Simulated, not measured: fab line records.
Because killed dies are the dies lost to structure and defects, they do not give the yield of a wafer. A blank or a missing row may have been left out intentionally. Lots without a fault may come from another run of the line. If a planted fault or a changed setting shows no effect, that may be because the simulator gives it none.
The tool behind it: which one? / flow rit_cmos / 42 wafers from 14 lots sampled at 3 of the route's 202 steps

== WHAT THE GAUGES READ, wafer by wafer ==
RIT_PSD_TW_MEAS_10. Usual: for PSD_TW the level is 3443 and the standard deviation is 21.
lot=L356; measured=day 3 16:46; on=film_metro-04; PSD_TW=3398 3407 3419; flag=
lot=L357; measured=day 3 16:53; on=film_metro-02; PSD_TW=3434 3433 3459; flag=
lot=L359; measured=day 4 03:59; on=film_metro-02; PSD_TW=3454 3460 3463; flag=
lot=L360; measured=day 4 07:59; on=film_metro-03; PSD_TW=3438 3416 3431; flag=
lot=L361; measured=day 4 10:34; on=film_metro-03; PSD_TW=3447 3427 3452; flag=
lot=L362; measured=day 4 14:47; on=film_metro-03; PSD_TW=3449 3445 3455; flag=
lot=L367; measured=day 6 06:15; on=film_metro-03; PSD_TW=3587 3574 3576 3567 3567 3591; flag=OFF
lot=L368; measured=day 6 12:02; on=film_metro-02; PSD_TW=3561 3587 3561 3540 3562 3543; flag=OFF
lot=L370; measured=day 6 15:24; on=film_metro-04; PSD_TW=3434 3427 3431; flag=
lot=L373; measured=day 7 06:32; on=film_metro-03; PSD_TW=3462 3471 3480; flag=
lot=L374; measured=day 7 11:16; on=film_metro-04; PSD_TW=3422 3406 3408; flag=
lot=L376; measured=day 7 18:29; on=film_metro-04; PSD_TW=3405 3410 3431; flag=
lot=L377; measured=day 7 23:43; on=film_metro-02; PSD_TW=3458 3462 3458; flag=
lot=L378; measured=day 8 02:19; on=film_metro-02; PSD_TW=3460 3470 3452; flag=

RIT_SDANNEAL_RS_MEAS_04: measures by four-point-probe. Usual: for PSD_RS the level is 116.06 ohm/sq and the standard deviation is 0.29.
lot=L356; measured=day 3 17:16; on=film_metro-04; PSD_RS (ohm/sq)=116.05 116.06 115.99; flag=
lot=L357; measured=day 3 17:22; on=film_metro-03; PSD_RS (ohm/sq)=115.75 116.16 116.00; flag=
lot=L359; measured=day 4 04:30; on=film_metro-03; PSD_RS (ohm/sq)=115.90 116.25 116.21; flag=
lot=L360; measured=day 4 08:29; on=film_metro-02; PSD_RS (ohm/sq)=116.10 115.75 115.91; flag=
lot=L361; measured=day 4 11:15; on=film_metro-02; PSD_RS (ohm/sq)=116.36 115.91 116.32; flag=
lot=L362; measured=day 4 15:19; on=film_metro-03; PSD_RS (ohm/sq)=115.70 115.93 116.23; flag=
lot=L367; measured=day 6 11:01; on=film_metro-03; PSD_RS (ohm/sq)=110.34 110.22 110.26 110.34 110.08 110.16; flag=OFF
lot=L368; measured=day 6 19:41; on=film_metro-02; PSD_RS (ohm/sq)=110.76 110.95 110.89 110.52 110.92 110.89; flag=OFF
lot=L370; measured=day 6 15:53; on=film_metro-04; PSD_RS (ohm/sq)=116.20 115.90 115.85; flag=
lot=L373; measured=day 7 07:14; on=film_metro-02; PSD_RS (ohm/sq)=116.37 116.29 116.40; flag=
lot=L374; measured=day 7 11:56; on=film_metro-02; PSD_RS (ohm/sq)=116.58 116.24 116.33; flag=
lot=L376; measured=day 7 19:11; on=film_metro-02; PSD_RS (ohm/sq)=115.59 115.73 115.69; flag=
lot=L377; measured=day 8 00:13; on=film_metro-02; PSD_RS (ohm/sq)=116.33 116.30 116.15; flag=
lot=L378; measured=day 8 02:50; on=film_metro-02; PSD_RS (ohm/sq)=115.99 115.82 115.75; flag=

== EACH LOT AND THE TOOL THAT RAN IT (in order: tool; ch and the chambers of the sampled wafers; start) ==
lot=L356; RIT_PSD_IMPLANT_08=implanter-02 ch 0, day 3 16:27
lot=L357; RIT_PSD_IMPLANT_08=implanter-03 ch 0, day 3 16:34
lot=L359; RIT_PSD_IMPLANT_08=implanter-02 ch 0, day 4 03:39
lot=L360; RIT_PSD_IMPLANT_08=implanter-02 ch 0, day 4 07:40
lot=L361; RIT_PSD_IMPLANT_08=implanter-02 ch 0, day 4 10:17
lot=L362; RIT_PSD_IMPLANT_08=implanter-02 ch 0, day 4 14:29
lot=L367; RIT_PSD_IMPLANT_08=implanter-02 ch 0, day 6 05:55
lot=L368; RIT_PSD_IMPLANT_08=implanter-02 ch 0, day 6 11:34
lot=L370; RIT_PSD_IMPLANT_08=implanter-03 ch 0, day 6 15:05
lot=L373; RIT_PSD_IMPLANT_08=implanter-03 ch 0, day 7 06:14
lot=L374; RIT_PSD_IMPLANT_08=implanter-01 ch 0, day 7 10:56
lot=L376; RIT_PSD_IMPLANT_08=implanter-01 ch 0, day 7 18:11
lot=L377; RIT_PSD_IMPLANT_08=implanter-01 ch 0, day 7 23:23
lot=L378; RIT_PSD_IMPLANT_08=implanter-01 ch 0, day 8 01:59
- RIT_PSD_IMPLANT_08

== WHAT THE TOOLS THEMSELVES READ (means of the sampled wafers that have a number; where no wafer has one, the mark that the record gives instead) ==
RIT_PSD_IMPLANT_08. Usual: beam_on_s 13.3 s, standard deviation 0.78; dose_ions_cm2 5.001e+15, standard deviation 5.6e+12; end_station_pressure_torr 1.38e-05 Torr, standard deviation 9.2e-07; tilt_deg 7.000 degrees, standard deviation 0.019.
lot=L356; tool=implanter-02; beam_on_s (s)=12.9; dose_ions_cm2=4.996e+15; end_station_pressure_torr (Torr)=1.36e-05; tilt_deg (degrees)=6.970; flag=
lot=L357; tool=implanter-03; beam_on_s (s)=14.6; dose_ions_cm2=5.000e+15; end_station_pressure_torr (Torr)=1.22e-05; tilt_deg (degrees)=7.019; flag=
lot=L359; tool=implanter-02; beam_on_s (s)=12.8; dose_ions_cm2=4.995e+15; end_station_pressure_torr (Torr)=1.43e-05; tilt_deg (degrees)=6.999; flag=
lot=L360; tool=implanter-02; beam_on_s (s)=12.6; dose_ions_cm2=4.999e+15; end_station_pressure_torr (Torr)=1.47e-05; tilt_deg (degrees)=7.008; flag=
lot=L361; tool=implanter-02; beam_on_s (s)=12.8; dose_ions_cm2=5.002e+15; end_station_pressure_torr (Torr)=1.45e-05; tilt_deg (degrees)=7.019; flag=
lot=L362; tool=implanter-02; beam_on_s (s)=12.7; dose_ions_cm2=4.995e+15; end_station_pressure_torr (Torr)=1.43e-05; tilt_deg (degrees)=6.987; flag=
lot=L367; tool=implanter-02; beam_on_s (s)=20.9; dose_ions_cm2=8.004e+15; end_station_pressure_torr (Torr)=1.29e-05; tilt_deg (degrees)=6.996; flag=OFF
lot=L368; tool=implanter-02; beam_on_s (s)=20.4; dose_ions_cm2=7.996e+15; end_station_pressure_torr (Torr)=1.25e-05; tilt_deg (degrees)=6.997; flag=OFF
lot=L370; tool=implanter-03; beam_on_s (s)=14.8; dose_ions_cm2=5.002e+15; end_station_pressure_torr (Torr)=1.21e-05; tilt_deg (degrees)=6.986; flag=
lot=L373; tool=implanter-03; beam_on_s (s)=15.0; dose_ions_cm2=5.002e+15; end_station_pressure_torr (Torr)=1.24e-05; tilt_deg (degrees)=6.987; flag=
lot=L374; tool=implanter-01; beam_on_s (s)=13.3; dose_ions_cm2=5.006e+15; end_station_pressure_torr (Torr)=1.33e-05; tilt_deg (degrees)=7.024; flag=
lot=L376; tool=implanter-01; beam_on_s (s)=13.3; dose_ions_cm2=5.004e+15; end_station_pressure_torr (Torr)=1.38e-05; tilt_deg (degrees)=6.993; flag=
lot=L377; tool=implanter-01; beam_on_s (s)=12.8; dose_ions_cm2=5.010e+15; end_station_pressure_torr (Torr)=1.42e-05; tilt_deg (degrees)=6.977; flag=
lot=L378; tool=implanter-01; beam_on_s (s)=13.2; dose_ions_cm2=4.998e+15; end_station_pressure_torr (Torr)=1.34e-05; tilt_deg (degrees)=7.014; flag=

== THE ANSWER, worked out from the rows above alone ==
Rule: lot off if the mean of its wafers having a number is beyond 3 standard deviations from the usual mean. Also off: a lot with no number at a reading for which 4 or more lots have one. All remaining lots with rows at the step are treated as sound. The gauges are gone through in route order, then the tools' own readings, and for those a lot's mean is taken as printed above. At the first step where some lot is off, the reading lying furthest off is the one used; lots without a number count as furthest.
Off: at RIT_PSD_TW_MEAS_10 (PSD_TW), L367, L368.
A tool fits if, at a process step before that reading, it ran every lot that is off, and no sound lot after the first of them. Not tried: the gauges at RIT_PSD_TW_MEAS_10; whatever is off there is also off at RIT_PSD_IMPLANT_08, on other tools, and gauge error can't account for it. One fits: RIT_PSD_IMPLANT_08 on implanter-02. Its last sound lot is L362 (day 4 14:29), its first lot that is off L367 (day 6 05:55): a fault that began between those two fits.
The tool's own readings at RIT_PSD_IMPLANT_08 bear it out: on the lots that are off they differ by more than 5 times the standard deviation of the sound lots' means. beam_on_s reads 20.6 s there against 13.4 s on the sound lots; dose_ions_cm2 reads 8.000e+15 there against 5.001e+15 on the sound lots.

== WHAT THE SIMULATOR HAD PUT IN ==
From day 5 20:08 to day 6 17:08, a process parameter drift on implanter-02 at RIT_PSD_IMPLANT_08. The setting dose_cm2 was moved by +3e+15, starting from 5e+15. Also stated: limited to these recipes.
Struck lots among those shown: L367, L368. Same finding as the rule above.
